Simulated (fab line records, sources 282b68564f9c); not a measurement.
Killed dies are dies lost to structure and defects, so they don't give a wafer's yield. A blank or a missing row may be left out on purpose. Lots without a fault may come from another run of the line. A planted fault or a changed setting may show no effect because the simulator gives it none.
Which tool did it? | flow rit_cmos | 7 lots, 21 wafers sampled, at 2 steps of a route of 202

WHAT THE GAUGES READ, wafer by wafer
RIT_PLDD_TW_MEAS_10.
lot  | measured    | on            | PLDD_TW
L573 | day 3 06:30 | film_metro-04 | 2336 2343 2328
L575 | day 3 19:19 | film_metro-04 | 2337 2333 2339
L577 | day 4 02:35 | film_metro-02 | 2355 2358 2361
L582 | day 5 02:54 | film_metro-02 | 2336 2352 2343
L588 | day 6 11:49 | film_metro-03 | 2664 2669 2672
L590 | day 7 08:58 | film_metro-02 | 2360 2358 2347
L594 | day 8 06:55 | film_metro-02 | 2335 2338 2339

WHICH TOOL RAN EACH LOT (tool, then ch and the chambers of the sampled wafers, then the start)
lot  | RIT_PLDD_IMPLANT_08
L573 | implanter-01 ch 0, day 3 06:11
L575 | implanter-02 ch 0, day 3 19:01
L577 | implanter-04 ch 0, day 4 02:16
L582 | implanter-02 ch 0, day 5 02:37
L588 | implanter-04 ch 0, day 6 11:29
L590 | implanter-02 ch 0, day 7 08:39
L594 | implanter-01 ch 0, day 8 06:36
- RIT_PLDD_IMPLANT_08

THE ANSWER, worked out from the rows above alone
Rule: what is usual is taken from the lots themselves. Put in order of their means at a reading, lots are off if they are a third of the lots or fewer, leave a main group of 4 or more, and stand apart from it by a gap of 3 or more times the standard deviation of the main group's means; of several such gaps the widest counts. A main group whose means are all the same, to the digits that the tables above print for the reading, isn't used. A lot without any number at a reading at which 4 lots or more have one is off too. The other lots that the step has rows for count as sound.
Off: L588, at RIT_PLDD_TW_MEAS_10 (PLDD_TW). The main group: mean 2344, standard deviation 9.
A tool fits if, at a process step before that reading, it ran every lot that is off, and no sound lot after the first of them. The gauges at RIT_PLDD_TW_MEAS_10 are tried like those tools. Can't be told from this: 2 tools fit, implanter-04 at RIT_PLDD_IMPLANT_08, film_metro-03 at RIT_PLDD_TW_MEAS_10.

WHAT THE SIMULATOR HAD PUT IN
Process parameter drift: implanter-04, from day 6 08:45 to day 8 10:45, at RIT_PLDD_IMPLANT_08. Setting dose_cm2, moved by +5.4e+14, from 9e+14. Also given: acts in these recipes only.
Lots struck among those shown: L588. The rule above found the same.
